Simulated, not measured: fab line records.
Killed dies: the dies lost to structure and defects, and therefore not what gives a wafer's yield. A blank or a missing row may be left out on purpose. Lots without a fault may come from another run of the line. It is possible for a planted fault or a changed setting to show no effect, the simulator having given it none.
fab line records ; flow berkeley_cmos170
record: lots: 5; wafers: 23
route steps=331 shown NSD@191 SILICIDE@211 CONTACT@226 M1@242 V1@264 M2@276
start_h: start of the lot's first displayed wafer, in hours after the record's first day ; wait_h: time in hours since the lot's previous step ; " same as the row above ; L1.1+2: one row covering several wafers at once ; - no value, or no start given ; * or withheld: withheld ; < > ~ a bound
route shown NAME@n: a module of which the file shows steps, and the number in the route of the first ; usual: the fault-free wafers' mean and standard deviation ; same: alike in all rows ; chamber/n: place in a boat ; sites: the reading at each site ; _std_site: the values' standard deviation ; _edge_site: mean of outer sites minus mean of inner sites ; radius_mm: for every site, how far away it sits from the centre of the wafer ; mask NAME#n: copy n ; behind: the last tool/chamber to shape the wafer ; hold: reason for holding the lot/hours on hold/outcome of the hold ; device: names the non-switching transistor (n, p or np) ; end of line: the same wafers' tests at the end of the route ; a step given without rows: its recipe and nothing more ; killed: dies that structure and defects cost at the first sort, which is not the same as the wafer's yield ; map: shows each die of a wafer: x if killed, . if not, _ if none is there
set.NAME: setting as actually run; set.NAME@STEP: the setting as run at that earlier step ; model.NAME: the simulator's own value behind a step, which no gauge read
one table per step and one row per wafer, for lots whose settings were changed on purpose
== steps ==
step: UCB170_NSD_PEB_04
recipe: peb_temp_c: 130; peb_time_s: withheld; resist: KrF
lot.wafer;tool;chamber;start_h;wait_h;set.peb_temp_c
L077.1+2+4;litho_track-01;0;179.48;0.1;130
L077.3+6;litho_track-01;0;179.48;0.1;126.5
L076.2+3+4+5+6;litho_track-01;0;179.87;0.1;130
L080.3+4+5;litho_track-01;0;207.78;0.1;130
L079.1+3+4;litho_track-04;0;207.97;0.1;130
L079.5+6;litho_track-04;0;207.97;0.1;132.8
L085.1+2+5;litho_track-03;0;243.55;0.2;130
L085.4+6;litho_track-03;0;243.55;0.2;131.9
step: UCB170_NSD_DEVELOP_05
recipe: developer: TMAH; develop_time_s: 45; resist: KrF; dev_temp_c: 21
step: UCB170_NSD_CD_MEAS_06
recipe: target_cd_nm: 1200
usual: cd_nm: 1199.8/1.5
lot.wafer;tool;chamber;start_h;wait_h;set.peb_temp_c@NSD_PEB_04;cd_nm
L077.1;cd_sem-02;-;179.76;-;130;1199.6
L077.2;cd_sem-02;-;179.76;-;130;1199.8
L077.3;cd_sem-02;-;179.76;-;126.5;1173.6
L077.4;cd_sem-02;-;179.76;-;130;1200.0
L077.6;cd_sem-02;-;179.76;-;126.5;1172.3
L076.2;cd_sem-02;-;180.14;-;130;1203.3
L076.3;cd_sem-02;-;180.14;-;130;1202.9
L076.4;cd_sem-02;-;180.14;-;130;1203.0
L076.5;cd_sem-02;-;180.14;-;130;1201.7
L076.6;cd_sem-02;-;180.14;-;130;1201.7
L080.3;cd_sem-02;-;208.04;-;130;1200.2
L080.4;cd_sem-02;-;208.04;-;130;1201.8
L080.5;cd_sem-02;-;208.04;-;130;1201.1
L079.1;cd_sem-01;-;208.24;-;130;1199.0
L079.3;cd_sem-01;-;208.24;-;130;1197.9
L079.4;cd_sem-01;-;208.24;-;130;1198.5
L079.5;cd_sem-01;-;208.24;-;132.8;1214.9
L079.6;cd_sem-01;-;208.24;-;132.8;1215.5
L085.1;cd_sem-02;-;243.84;-;130;1199.2
L085.2;cd_sem-02;-;243.84;-;130;1200.4
L085.4;cd_sem-02;-;243.84;-;131.9;1211.4
L085.5;cd_sem-02;-;243.84;-;130;1199.9
L085.6;cd_sem-02;-;243.84;-;131.9;1212.0
step: UCB170_SILICIDE_SPUTTER_01
recipe: material: Ti; target_thk_nm: 30; time_s: 25; power_w: 1500; chamber_pressure_pa: 0.5
lot.wafer;tool;chamber;start_h;wait_h;set.power_w;model.Ti_of_SILICIDE_SPUTTER_01.thk_nm
L077.1+3;pvd_sputter-01;-;182.57;0.0;1364;27.48
L077.2;pvd_sputter-01;-;182.57;0.0;1500;30.2
L077.4;pvd_sputter-01;-;182.57;0.0;1364;27.43
L077.6;pvd_sputter-01;-;182.57;0.0;1500;30.14
L076.2+6;pvd_sputter-03;-;183.20;0.0;1500;29.54
L076.3;pvd_sputter-03;-;183.20;0.0;1500;29.86
L076.4;pvd_sputter-03;-;183.20;0.0;1500;29.84
L076.5;pvd_sputter-03;-;183.20;0.0;1500;29.56
L080.3;pvd_sputter-03;-;210.19;0.0;1500;29.75
L080.4;pvd_sputter-03;-;210.19;0.0;1500;29.56
L080.5;pvd_sputter-03;-;210.19;0.0;1500;29.63
L079.1;pvd_sputter-01;-;210.60;0.0;1500;30.39
L079.3;pvd_sputter-01;-;210.60;0.0;1500;30.21
L079.4;pvd_sputter-01;-;210.60;0.0;1500;30.31
L079.5;pvd_sputter-01;-;210.60;0.0;1500;30.04
L079.6;pvd_sputter-01;-;210.60;0.0;1500;30.5
L085.1;pvd_sputter-03;-;246.22;0.0;1412;27.37
L085.2;pvd_sputter-03;-;246.22;0.0;1500;29.54
L085.4;pvd_sputter-03;-;246.22;0.0;1412;27.63
L085.5;pvd_sputter-03;-;246.22;0.0;1500;29.39
L085.6;pvd_sputter-03;-;246.22;0.0;1412;27.31
step: UCB170_SILICIDE_RS_MEAS_02
recipe: thk_meas_gauge: four-point-probe; reads: Ti_of_SILICIDE_SPUTTER_01
usual: SILICIDE_TI_RS: 26.2/0.32
lot.wafer;tool;chamber;start_h;wait_h;set.power_w@SILICIDE_SPUTTER_01;SILICIDE_TI_RS[ohm/sq]
L077.1;film_metro-03;-;182.66;0.1;1364;29.0
L077.2;film_metro-03;-;182.66;0.1;1500;26.0
L077.3;film_metro-03;-;182.66;0.1;1364;29.0
L077.4;film_metro-03;-;182.66;0.1;1364;29.2
L077.6;film_metro-03;-;182.66;0.1;1500;26.0
L076.2;film_metro-04;-;183.25;0.0;1500;26.6
L076.3;film_metro-04;-;183.25;0.0;1500;26.2
L076.4;film_metro-04;-;183.25;0.0;1500;26.3
L076.5;film_metro-04;-;183.25;0.0;1500;26.6
L076.6;film_metro-04;-;183.25;0.0;1500;26.6
L080.3;film_metro-04;-;210.26;0.1;1500;26.3
L080.4;film_metro-04;-;210.26;0.1;1500;26.6
L080.5;film_metro-04;-;210.26;0.1;1500;26.4
L079.1;film_metro-03;-;210.63;0.0;1500;25.7
L079.3;film_metro-03;-;210.63;0.0;1500;26.0
L079.4;film_metro-03;-;210.63;0.0;1500;25.8
L079.5;film_metro-03;-;210.63;0.0;1500;26.1
L079.6;film_metro-03;-;210.63;0.0;1500;25.6
L085.1;film_metro-01;-;246.25;0.0;1412;29.0
L085.2;film_metro-01;-;246.25;0.0;1500;26.6
L085.4;film_metro-01;-;246.25;0.0;1412;28.7
L085.5;film_metro-01;-;246.25;0.0;1500;26.7
L085.6;film_metro-01;-;246.25;0.0;1412;29.2
step: UCB170_SILICIDE_THK_MEAS_03
recipe: thk_meas_gauge: xrf; reads: Ti_of_SILICIDE_SPUTTER_01
usual: SILICIDE_TI_THK: 30.1/0.32
lot.wafer;tool;chamber;start_h;wait_h;set.power_w@SILICIDE_SPUTTER_01;SILICIDE_TI_THK[nm]
L077.1;film_metro-03;-;182.78;0.1;1364;27.7
L077.2;film_metro-03;-;182.78;0.1;1500;30.6
L077.3;film_metro-03;-;182.78;0.1;1364;27.8
L077.4;film_metro-03;-;182.78;0.1;1364;27.7
L077.6;film_metro-03;-;182.78;0.1;1500;30.4
L076.2;film_metro-04;-;183.36;0.1;1500;29.8
L076.3;film_metro-04;-;183.36;0.1;1500;30.1
L076.4;film_metro-04;-;183.36;0.1;1500;30.1
L076.5;film_metro-04;-;183.36;0.1;1500;29.8
L076.6;film_metro-04;-;183.36;0.1;1500;29.8
L080.3;film_metro-04;-;210.36;0.1;1500;30.0
L080.4;film_metro-04;-;210.36;0.1;1500;29.6
L080.5;film_metro-04;-;210.36;0.1;1500;29.8
L079.1;film_metro-03;-;210.75;0.1;1500;30.3
L079.3;film_metro-03;-;210.75;0.1;1500;30.3
L079.4;film_metro-03;-;210.75;0.1;1500;30.3
L079.5;film_metro-03;-;210.75;0.1;1500;30.1
L079.6;film_metro-03;-;210.75;0.1;1500;30.5
L085.1;film_metro-01;-;246.37;0.1;1412;27.5
L085.2;film_metro-01;-;246.37;0.1;1500;29.6
L085.4;film_metro-01;-;246.37;0.1;1412;27.7
L085.5;film_metro-01;-;246.37;0.1;1500;29.4
L085.6;film_metro-01;-;246.37;0.1;1412;27.5
step: UCB170_CONTACT_COAT_10
recipe: resist: KrF; spin_rpm: 1500; resist_thk_nm: 900
lot.wafer;tool;chamber;start_h;wait_h;set.resist_thk_nm;model.KrF_of_CONTACT_COAT_10.thk_nm
L077.1;litho_track-03;0;-;-;900;900
L077.2;litho_track-03;0;-;-;915.5;916
L077.3;litho_track-03;0;-;-;900;899.5
L077.4;litho_track-03;0;-;-;915.5;915.2
L077.6;litho_track-03;0;-;-;915.5;916.7
L076.2;litho_track-01;0;-;-;900;901
L076.3;litho_track-01;0;-;-;921.1;922.4
L076.4;litho_track-01;0;-;-;900;900.8
L076.5;litho_track-01;0;-;-;921.1;921.8
L076.6;litho_track-01;0;-;-;921.1;918.6
L080.3;litho_track-02;0;-;-;900;903.9
L080.4;litho_track-02;0;-;-;900;903.1
L080.5;litho_track-02;0;-;-;900;904.9
L079.1;litho_track-02;0;-;-;856.5;856.8
L079.3;litho_track-02;0;-;-;900;898.4
L079.4;litho_track-02;0;-;-;900;898.8
L079.5;litho_track-02;0;-;-;900;900.6
L079.6;litho_track-02;0;-;-;856.5;857.7
L085.1;litho_track-03;0;-;-;900;900.9
L085.2;litho_track-03;0;-;-;873.2;874.8
L085.4;litho_track-03;0;-;-;900;901.2
L085.5;litho_track-03;0;-;-;900;898.8
L085.6;litho_track-03;0;-;-;873.2;873.1
step: UCB170_CONTACT_EXPOSE_12
recipe: mask_id: CONT; target_cd_nm: 700; na: 0.5; sigma_outer: 0.6; source_shape: conventional; dose_mj: 35
lot.wafer;tool;chamber;start_h;wait_h;mask;set.dose_mj
L077.1+2+3+4+6;krf_scanner-01;0;186.64;-;CONT#0;35
L076.2+3+4;krf_scanner-02;0;188.15;-;CONT#0;36.07
L076.5+6;krf_scanner-02;0;188.15;-;CONT#0;35
L080.3+4+5;krf_scanner-01;0;214.01;-;CONT#0;35
L079.1+4;krf_scanner-02;0;215.48;-;CONT#0;37.39
L079.3+5+6;krf_scanner-02;0;215.48;-;CONT#0;35
L085.1+2+6;krf_scanner-02;0;251.29;-;CONT#0;36.97
L085.4+5;krf_scanner-02;0;251.29;-;CONT#0;35
step: UCB170_CONTACT_PEB_13
recipe: peb_temp_c: 130; peb_time_s: withheld; resist: KrF
step: UCB170_CONTACT_DEVELOP_14
recipe: developer: TMAH; develop_time_s: 45; resist: KrF; dev_temp_c: 21
step: UCB170_CONTACT_CD_MEAS_15
recipe: target_cd_nm: 700
usual: cd_nm: 699.7/1.1
lot.wafer;tool;chamber;start_h;wait_h;set.dose_mj@CONTACT_EXPOSE_12;cd_nm
L077.1;cd_sem-02;-;187.07;-;35;698.5
L077.2;cd_sem-02;-;187.07;-;35;698.2
L077.3;cd_sem-02;-;187.07;-;35;699.6
L077.4;cd_sem-02;-;187.07;-;35;699.6
L077.6;cd_sem-02;-;187.07;-;35;697.8
L076.2;cd_sem-01;-;188.54;-;36.07;704.9
L076.3;cd_sem-01;-;188.54;-;36.07;703.9
L076.4;cd_sem-01;-;188.54;-;36.07;704.8
L076.5;cd_sem-01;-;188.54;-;35;698.7
L076.6;cd_sem-01;-;188.54;-;35;699.4
L080.3;cd_sem-02;-;214.40;-;35;700.7
L080.4;cd_sem-02;-;214.40;-;35;699.8
L080.5;cd_sem-02;-;214.40;-;35;701.4
L079.1;cd_sem-02;-;215.95;-;37.39;713.9
L079.3;cd_sem-02;-;215.95;-;35;700.1
L079.4;cd_sem-02;-;215.95;-;37.39;710.2
L079.5;cd_sem-02;-;215.95;-;35;698.6
L079.6;cd_sem-02;-;215.95;-;35;701.4
L085.1;cd_sem-02;-;251.68;-;36.97;707.9
L085.2;cd_sem-02;-;251.68;-;36.97;708.6
L085.4;cd_sem-02;-;251.68;-;35;698.1
L085.5;cd_sem-02;-;251.68;-;35;696.8
L085.6;cd_sem-02;-;251.68;-;36.97;709.4
step: UCB170_CONTACT_ETCH_17
recipe: chemistry: N2/H2; target_depth_a: withheld; overetch_a: withheld; target: BARC; time_s: withheld; source_w: 500; bias_w: 100; pressure_mtorr: 30; n2_flow_sccm: 100; h2_flow_sccm: 200
lot.wafer;tool;chamber;start_h;wait_h;set.dose_mj@CONTACT_EXPOSE_12;model.CONTACT.cd_nm
L077.1;rie_diel-01;0;187.22;0.0;35;699.3
L077.2;rie_diel-01;1;187.22;0.0;35;699.2
L077.3;rie_diel-01;3;187.22;0.0;35;699.9
L077.4;rie_diel-01;1;187.22;0.0;35;699.8
L077.6;rie_diel-01;0;187.22;0.0;35;698.6
L076.2;rie_diel-01;1;188.68;0.0;36.07;704.8
L076.3;rie_diel-01;0;188.68;0.0;36.07;704.2
L076.4;rie_diel-01;3;188.68;0.0;36.07;705.2
L076.5;rie_diel-01;0;188.68;0.0;35;698.6
L076.6;rie_diel-01;1;188.68;0.0;35;699.4
L080.3;rie_diel-01;1;214.51;0.0;35;701.2
L080.4;rie_diel-01;1;214.51;0.0;35;699.9
L080.5;rie_diel-01;3;214.51;0.0;35;700.9
L079.1;rie_diel-01;3;216.10;0.0;37.39;714.2
L079.3;rie_diel-01;0;216.10;0.0;35;700.1
L079.4;rie_diel-01;3;216.10;0.0;37.39;710.8
L079.5;rie_diel-01;0;216.10;0.0;35;699.1
L079.6;rie_diel-01;1;216.10;0.0;35;701.5
L085.1;rie_diel-02;1;251.84;0.0;36.97;707.9
L085.2;rie_diel-02;0;251.84;0.0;36.97;708.7
L085.4;rie_diel-02;3;251.84;0.0;35;697.6
L085.5;rie_diel-02;1;251.84;0.0;35;696.3
L085.6;rie_diel-02;0;251.84;0.0;36.97;708.8
step: UCB170_CONTACT_ETCH_18
recipe: chemistry: CHF3/CF4/Ar; target: PSG; stop_on: TiSi2; CHF3_flow_sccm: 45; cf4_flow_sccm: 15; Ar_flow_sccm: 150; pressure_mtorr: 200; rf_w: 700; target_depth_a: 8400; over_etch_frac: 0.2; time_s: 195
lot.wafer;tool;chamber;start_h;wait_h;set.resist_thk_nm@CONTACT_COAT_10;model.KrF_of_CONTACT_COAT_10.thk_nm
L077.1;rie_diel-01;0;-;-;900;691.8
L077.2;rie_diel-01;1;-;-;915.5;707.5
L077.3;rie_diel-01;3;-;-;900;691.2
L077.4;rie_diel-01;1;-;-;915.5;707.4
L077.6;rie_diel-01;0;-;-;915.5;708
L076.2;rie_diel-01;1;-;-;900;691
L076.3;rie_diel-01;0;-;-;921.1;714.2
L076.4;rie_diel-01;3;-;-;900;694.2
L076.5;rie_diel-01;0;-;-;921.1;714.6
L076.6;rie_diel-01;1;-;-;921.1;710.8
L080.3;rie_diel-01;1;-;-;900;696.3
L080.4;rie_diel-01;1;-;-;900;693.5
L080.5;rie_diel-01;3;-;-;900;696.1
L079.1;rie_diel-01;3;-;-;856.5;647.9
L079.3;rie_diel-01;0;-;-;900;689.3
L079.4;rie_diel-01;3;-;-;900;690.4
L079.5;rie_diel-01;0;-;-;900;691.5
L079.6;rie_diel-01;1;-;-;856.5;649.6
L085.1;rie_diel-02;1;-;-;900;695
L085.2;rie_diel-02;0;-;-;873.2;669.8
L085.4;rie_diel-02;3;-;-;900;691.8
L085.5;rie_diel-02;1;-;-;900;691.5
L085.6;rie_diel-02;0;-;-;873.2;668.5
step: UCB170_CONTACT_STRIP_19
recipe: chemistry: O2; power_w: 400; pressure_mtorr: 3500; platen_temp_c: withheld; o2_flow_sccm: 400; overash_fraction: 0.5
step: UCB170_CONTACT_CD_MEAS_90
recipe: target_cd_nm: 700
usual: cd_nm: 699.8/1.2
lot.wafer;tool;chamber;start_h;wait_h;set.dose_mj@CONTACT_EXPOSE_12;cd_nm
L077.1;cd_sem-02;-;187.49;0.1;35;699.7
L077.2;cd_sem-02;-;187.49;0.1;35;699.2
L077.3;cd_sem-02;-;187.49;0.1;35;700.3
L077.4;cd_sem-02;-;187.49;0.1;35;700.0
L077.6;cd_sem-02;-;187.49;0.1;35;698.8
L076.2;cd_sem-02;-;188.97;0.1;36.07;704.5
L076.3;cd_sem-02;-;188.97;0.1;36.07;704.4
L076.4;cd_sem-02;-;188.97;0.1;36.07;705.2
L076.5;cd_sem-02;-;188.97;0.1;35;698.5
L076.6;cd_sem-02;-;188.97;0.1;35;699.7
L080.3;cd_sem-01;-;214.82;0.1;35;701.3
L080.4;cd_sem-01;-;214.82;0.1;35;699.4
L080.5;cd_sem-01;-;214.82;0.1;35;700.8
L079.1;cd_sem-02;-;216.37;0.1;37.39;714.7
L079.3;cd_sem-02;-;216.37;0.1;35;700.3
L079.4;cd_sem-02;-;216.37;0.1;37.39;711.0
L079.5;cd_sem-02;-;216.37;0.1;35;698.8
L079.6;cd_sem-02;-;216.37;0.1;35;701.3
L085.1;cd_sem-01;-;252.11;0.1;36.97;707.8
L085.2;cd_sem-01;-;252.11;0.1;36.97;708.5
L085.4;cd_sem-01;-;252.11;0.1;35;697.1
L085.5;cd_sem-01;-;252.11;0.1;35;696.0
L085.6;cd_sem-01;-;252.11;0.1;36.97;708.7
step: UCB170_M1_COAT_04
recipe: resist: KrF; spin_rpm: 1500; resist_thk_nm: 900
lot.wafer;tool;chamber;start_h;wait_h;set.resist_thk_nm;model.KrF_of_M1_COAT_04.thk_nm
L077.1;litho_track-02;0;-;-;939.7;940.8
L077.2;litho_track-02;0;-;-;939.7;939.5
L077.3;litho_track-02;0;-;-;900;900
L077.4;litho_track-02;0;-;-;900;901.6
L077.6;litho_track-02;0;-;-;939.7;942.3
L076.2;litho_track-01;0;-;-;854.3;856.1
L076.3;litho_track-01;0;-;-;854.3;858.8
L076.4;litho_track-01;0;-;-;900;901.4
L076.5;litho_track-01;0;-;-;900;904
L076.6;litho_track-01;0;-;-;900;900.5
L080.3;litho_track-02;0;-;-;900;897
L080.4;litho_track-02;0;-;-;900;896.8
L080.5;litho_track-02;0;-;-;900;900.4
L079.1;litho_track-02;0;-;-;850.3;851.7
L079.3;litho_track-02;0;-;-;850.3;851.3
L079.4;litho_track-02;0;-;-;900;899.5
L079.5;litho_track-02;0;-;-;850.3;850.8
L079.6;litho_track-02;0;-;-;900;898.4
L085.1;litho_track-04;0;-;-;900;902
L085.2;litho_track-04;0;-;-;929.8;931.5
L085.4;litho_track-04;0;-;-;900;901.6
L085.5;litho_track-04;0;-;-;929.8;930.4
L085.6;litho_track-04;0;-;-;929.8;929.7
step: UCB170_V1_PEB_10
recipe: peb_temp_c: 130; peb_time_s: withheld; resist: KrF
lot.wafer;tool;chamber;start_h;wait_h;set.peb_temp_c
L077.1+2+3;litho_track-01;0;193.68;0.1;126.4
L077.4+6;litho_track-01;0;193.68;0.1;130
L076.2+4+6;litho_track-04;0;195.19;0.1;130
L076.3+5;litho_track-04;0;195.19;0.1;127.5
L080.3+4+5;litho_track-01;0;223.22;0.1;130
L079.1+4+5;litho_track-01;0;223.45;0.1;130
L079.3+6;litho_track-01;0;223.45;0.1;132.1
L085.1+2;litho_track-03;0;258.68;0.1;130
L085.4+5+6;litho_track-03;0;258.68;0.1;131.2
step: UCB170_V1_DEVELOP_11
recipe: developer: TMAH; develop_time_s: 45; resist: KrF; dev_temp_c: 21
step: UCB170_V1_CD_MEAS_12
recipe: target_cd_nm: 700
usual: cd_nm: 699.8/1.2
lot.wafer;tool;chamber;start_h;wait_h;set.peb_temp_c@V1_PEB_10;cd_nm
L077.1;cd_sem-01;-;193.95;-;126.4;670.1
L077.2;cd_sem-01;-;193.95;-;126.4;671.3
L077.3;cd_sem-01;-;193.95;-;126.4;671.2
L077.4;cd_sem-01;-;193.95;-;130;700.5
L077.6;cd_sem-01;-;193.95;-;130;698.6
L076.2;cd_sem-01;-;195.46;-;130;700.6
L076.3;cd_sem-01;-;195.46;-;127.5;682.0
L076.4;cd_sem-01;-;195.46;-;130;700.9
L076.5;cd_sem-01;-;195.46;-;127.5;682.8
L076.6;cd_sem-01;-;195.46;-;130;701.5
L080.3;cd_sem-01;-;223.49;-;130;701.0
L080.4;cd_sem-01;-;223.49;-;130;701.2
L080.5;cd_sem-01;-;223.49;-;130;699.5
L079.1;cd_sem-02;-;223.72;-;130;699.4
L079.3;cd_sem-02;-;223.72;-;132.1;710.7
L079.4;cd_sem-02;-;223.72;-;130;699.1
L079.5;cd_sem-02;-;223.72;-;130;698.5
L079.6;cd_sem-02;-;223.72;-;132.1;711.5
L085.1;cd_sem-01;-;258.96;-;130;701.3
L085.2;cd_sem-01;-;258.96;-;130;701.6
L085.4;cd_sem-01;-;258.96;-;131.2;707.5
L085.5;cd_sem-01;-;258.96;-;131.2;708.1
L085.6;cd_sem-01;-;258.96;-;131.2;708.0
step: UCB170_V1_ETCH_14
recipe: chemistry: CHF3/CF4/Ar; target: SiO2; stop_on: Al; CHF3_flow_sccm: 45; cf4_flow_sccm: 15; Ar_flow_sccm: 150; pressure_mtorr: 200; rf_w: 700; target_depth_a: 12500; over_etch_frac: 0.25; time_s: 291
lot.wafer;tool;chamber;start_h;wait_h;set.peb_temp_c@V1_PEB_10;model.V1.cd_nm
L077.1;rie_diel-04;0;194.11;0.0;126.4;670
L077.2;rie_diel-04;3;194.11;0.0;126.4;672
L077.3;rie_diel-04;2;194.11;0.0;126.4;671.8
L077.4;rie_diel-04;1;194.11;0.0;130;701.4
L077.6;rie_diel-04;0;194.11;0.0;130;698.3
L076.2;rie_diel-04;3;195.59;0.0;130;702.3
L076.3;rie_diel-04;2;195.59;0.0;127.5;682.9
L076.4;rie_diel-04;3;195.59;0.0;130;702.5
L076.5;rie_diel-04;2;195.59;0.0;127.5;683.3
L076.6;rie_diel-04;1;195.59;0.0;130;702.4
L080.3;rie_diel-04;3;223.60;0.0;130;700.5
L080.4;rie_diel-04;1;223.60;0.0;130;701.6
L080.5;rie_diel-04;1;223.60;0.0;130;699.7
L079.1;rie_diel-01;3;223.88;0.0;130;699.5
L079.3;rie_diel-01;1;223.88;0.0;132.1;710.6
L079.4;rie_diel-01;2;223.88;0.0;130;698.8
L079.5;rie_diel-01;2;223.88;0.0;130;698.6
L079.6;rie_diel-01;3;223.88;0.0;132.1;711.5
L085.1;rie_diel-04;1;259.11;0.0;130;700.5
L085.2;rie_diel-04;0;259.11;0.0;130;700.6
L085.4;rie_diel-04;2;259.11;0.0;131.2;707.4
L085.5;rie_diel-04;0;259.11;0.0;131.2;706.7
L085.6;rie_diel-04;1;259.11;0.0;131.2;708.2
step: UCB170_V1_STRIP_15
recipe: chemistry: O2; power_w: 400; pressure_mtorr: 3500; platen_temp_c: withheld; o2_flow_sccm: 400; overash_fraction: 0.5
step: UCB170_V1_CD_MEAS_90
recipe: target_cd_nm: 700
usual: cd_nm: 699.9/1.3
lot.wafer;tool;chamber;start_h;wait_h;set.peb_temp_c@V1_PEB_10;cd_nm
L077.1;cd_sem-01;-;194.39;0.1;126.4;670.3
L077.2;cd_sem-01;-;194.39;0.1;126.4;672.3
L077.3;cd_sem-01;-;194.39;0.1;126.4;671.9
L077.4;cd_sem-01;-;194.39;0.1;130;701.2
L077.6;cd_sem-01;-;194.39;0.1;130;698.3
L076.2;cd_sem-02;-;195.94;0.1;130;702.5
L076.3;cd_sem-02;-;195.94;0.1;127.5;683.0
L076.4;cd_sem-02;-;195.94;0.1;130;702.6
L076.5;cd_sem-02;-;195.94;0.1;127.5;683.6
L076.6;cd_sem-02;-;195.94;0.1;130;702.3
L080.3;cd_sem-01;-;223.92;0.1;130;700.4
L080.4;cd_sem-01;-;223.92;0.1;130;701.6
L080.5;cd_sem-01;-;223.92;0.1;130;699.9
L079.1;cd_sem-02;-;224.15;0.1;130;699.5
L079.3;cd_sem-02;-;224.15;0.1;132.1;710.5
L079.4;cd_sem-02;-;224.15;0.1;130;698.6
L079.5;cd_sem-02;-;224.15;0.1;130;698.8
L079.6;cd_sem-02;-;224.15;0.1;132.1;711.4
L085.1;cd_sem-02;-;259.39;0.1;130;700.4
L085.2;cd_sem-02;-;259.39;0.1;130;700.9
L085.4;cd_sem-02;-;259.39;0.1;131.2;707.4
L085.5;cd_sem-02;-;259.39;0.1;131.2;706.6
L085.6;cd_sem-02;-;259.39;0.1;131.2;708.0
step: UCB170_M2_COAT_05
recipe: resist: KrF; spin_rpm: 1500; resist_thk_nm: 900
lot.wafer;tool;chamber;start_h;wait_h;set.spin_rpm;model.KrF_of_M2_COAT_05.thk_nm
L077.1;litho_track-03;0;195.24;0.1;1454;913.2
L077.2;litho_track-03;0;195.24;0.1;1454;914.5
L077.3;litho_track-03;0;195.24;0.1;1500;900.2
L077.4;litho_track-03;0;195.24;0.1;1500;899.5
L077.6;litho_track-03;0;195.24;0.1;1500;902.8
L076.2;litho_track-03;0;196.54;0.1;1418;928.7
L076.3;litho_track-03;0;196.54;0.1;1418;926.4
L076.4;litho_track-03;0;196.54;0.1;1500;901.8
L076.5;litho_track-03;0;196.54;0.1;1500;901.4
L076.6;litho_track-03;0;196.54;0.1;1418;924.9
L080.3;litho_track-04;0;224.94;0.1;1500;904.5
L080.4;litho_track-04;0;224.94;0.1;1500;904.8
L080.5;litho_track-04;0;224.94;0.1;1500;904.1
L079.1;litho_track-03;0;225.18;0.1;1437;920.8
L079.3;litho_track-03;0;225.18;0.1;1500;903.3
L079.4;litho_track-03;0;225.18;0.1;1500;900.2
L079.5;litho_track-03;0;225.18;0.1;1437;923
L079.6;litho_track-03;0;225.18;0.1;1437;922.6
L085.1;litho_track-03;0;260.09;0.1;1500;900.7
L085.2;litho_track-03;0;260.09;0.1;1599;867.9
L085.4;litho_track-03;0;260.09;0.1;1599;870.5
L085.5;litho_track-03;0;260.09;0.1;1500;896.5
L085.6;litho_track-03;0;260.09;0.1;1500;896.2
step: UCB170_M2_SOFTBAKE_06
recipe: resist: KrF; temp_c: 130; time_s: 60
step: UCB170_M2_STRIP_07
recipe: chemistry: O2; power_w: 400; pressure_mtorr: 3500; platen_temp_c: withheld; o2_flow_sccm: 400; overash_fraction: 0.5
usual: strip_time_to_endpoint_s: 22.00/0.054
lot.wafer;tool;chamber;start_h;wait_h;set.spin_rpm@M2_COAT_05;strip_time_to_endpoint_s
L077.1;plasma_asher-04;0;195.54;0.1;1454;22.29
L077.2;plasma_asher-04;1;195.54;0.1;1454;22.32
L077.3;plasma_asher-04;0;195.54;0.1;1500;21.96
L077.4;plasma_asher-04;1;195.54;0.1;1500;21.97
L077.6;plasma_asher-04;0;195.54;0.1;1500;22.04
L076.2;plasma_asher-04;1;196.82;0.1;1418;22.65
L076.3;plasma_asher-04;1;196.82;0.1;1418;22.59
L076.4;plasma_asher-04;0;196.82;0.1;1500;22.00
L076.5;plasma_asher-04;0;196.82;0.1;1500;22.01
L076.6;plasma_asher-04;1;196.82;0.1;1418;22.56
L080.3;plasma_asher-02;1;225.22;0.1;1500;22.07
L080.4;plasma_asher-02;0;225.22;0.1;1500;22.09
L080.5;plasma_asher-02;0;225.22;0.1;1500;22.06
L079.1;plasma_asher-02;0;225.48;0.1;1437;22.46
L079.3;plasma_asher-02;0;225.48;0.1;1500;22.03
L079.4;plasma_asher-02;1;225.48;0.1;1500;21.96
L079.5;plasma_asher-02;1;225.48;0.1;1437;22.51
L079.6;plasma_asher-02;0;225.48;0.1;1437;22.51
L085.1;plasma_asher-04;1;260.39;0.1;1500;22.00
L085.2;plasma_asher-04;0;260.39;0.1;1599;21.21
L085.4;plasma_asher-04;0;260.39;0.1;1599;21.25
L085.5;plasma_asher-04;1;260.39;0.1;1500;21.89
L085.6;plasma_asher-04;0;260.39;0.1;1500;21.86
== key ==
split: step: UCB170_NSD_PEB_04; setting: peb_temp_c; stated: 130; by: wafer
response: step: UCB170_NSD_CD_MEAS_06; reading: cd_nm; change: +8.97; per: 1%; r: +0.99
split: step: UCB170_SILICIDE_SPUTTER_01; setting: power_w; stated: 1500; by: wafer
response: step: UCB170_SILICIDE_SPUTTER_01; reading: model.Ti_of_SILICIDE_SPUTTER_01.thk_nm; change: +0.312; per: 1%; r: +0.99
response: step: UCB170_SILICIDE_RS_MEAS_02; reading: SILICIDE_TI_RS; change: -0.352; per: 1%; r: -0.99
response: step: UCB170_SILICIDE_THK_MEAS_03; reading: SILICIDE_TI_THK; change: +0.312; per: 1%; r: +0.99
split: step: UCB170_CONTACT_COAT_10; setting: resist_thk_nm; stated: 900; by: wafer
response: step: UCB170_CONTACT_COAT_10; reading: model.KrF_of_CONTACT_COAT_10.thk_nm; change: +8.76; per: 1%; r: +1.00
response: step: UCB170_CONTACT_ETCH_18; reading: model.KrF_of_CONTACT_COAT_10.thk_nm; change: +8.55; per: 1%; r: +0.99
split: step: UCB170_CONTACT_EXPOSE_12; setting: dose_mj; stated: 35; by: wafer
response: step: UCB170_CONTACT_CD_MEAS_15; reading: cd_nm; change: +1.84; per: 1%; r: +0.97
response: step: UCB170_CONTACT_ETCH_17; reading: model.CONTACT.cd_nm; change: +1.9; per: 1%; r: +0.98
response: step: UCB170_CONTACT_CD_MEAS_90; reading: cd_nm; change: +1.94; per: 1%; r: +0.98
split: step: UCB170_M1_COAT_04; setting: resist_thk_nm; stated: 900; by: wafer
response: step: UCB170_M1_COAT_04; reading: model.KrF_of_M1_COAT_04.thk_nm; change: +8.78; per: 1%; r: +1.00
split: step: UCB170_V1_PEB_10; setting: peb_temp_c; stated: 130; by: wafer
response: step: UCB170_V1_CD_MEAS_12; reading: cd_nm; change: +9.5; per: 1%; r: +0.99
response: step: UCB170_V1_ETCH_14; reading: model.V1.cd_nm; change: +9.58; per: 1%; r: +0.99
response: step: UCB170_V1_CD_MEAS_90; reading: cd_nm; change: +9.49; per: 1%; r: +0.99
split: step: UCB170_M2_COAT_05; setting: spin_rpm; stated: 1500; by: wafer
response: step: UCB170_M2_COAT_05; reading: model.KrF_of_M2_COAT_05.thk_nm; change: -4.49; per: 1%; r: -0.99
response: step: UCB170_M2_STRIP_07; reading: strip_time_to_endpoint_s; change: *; per: 1%; r: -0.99
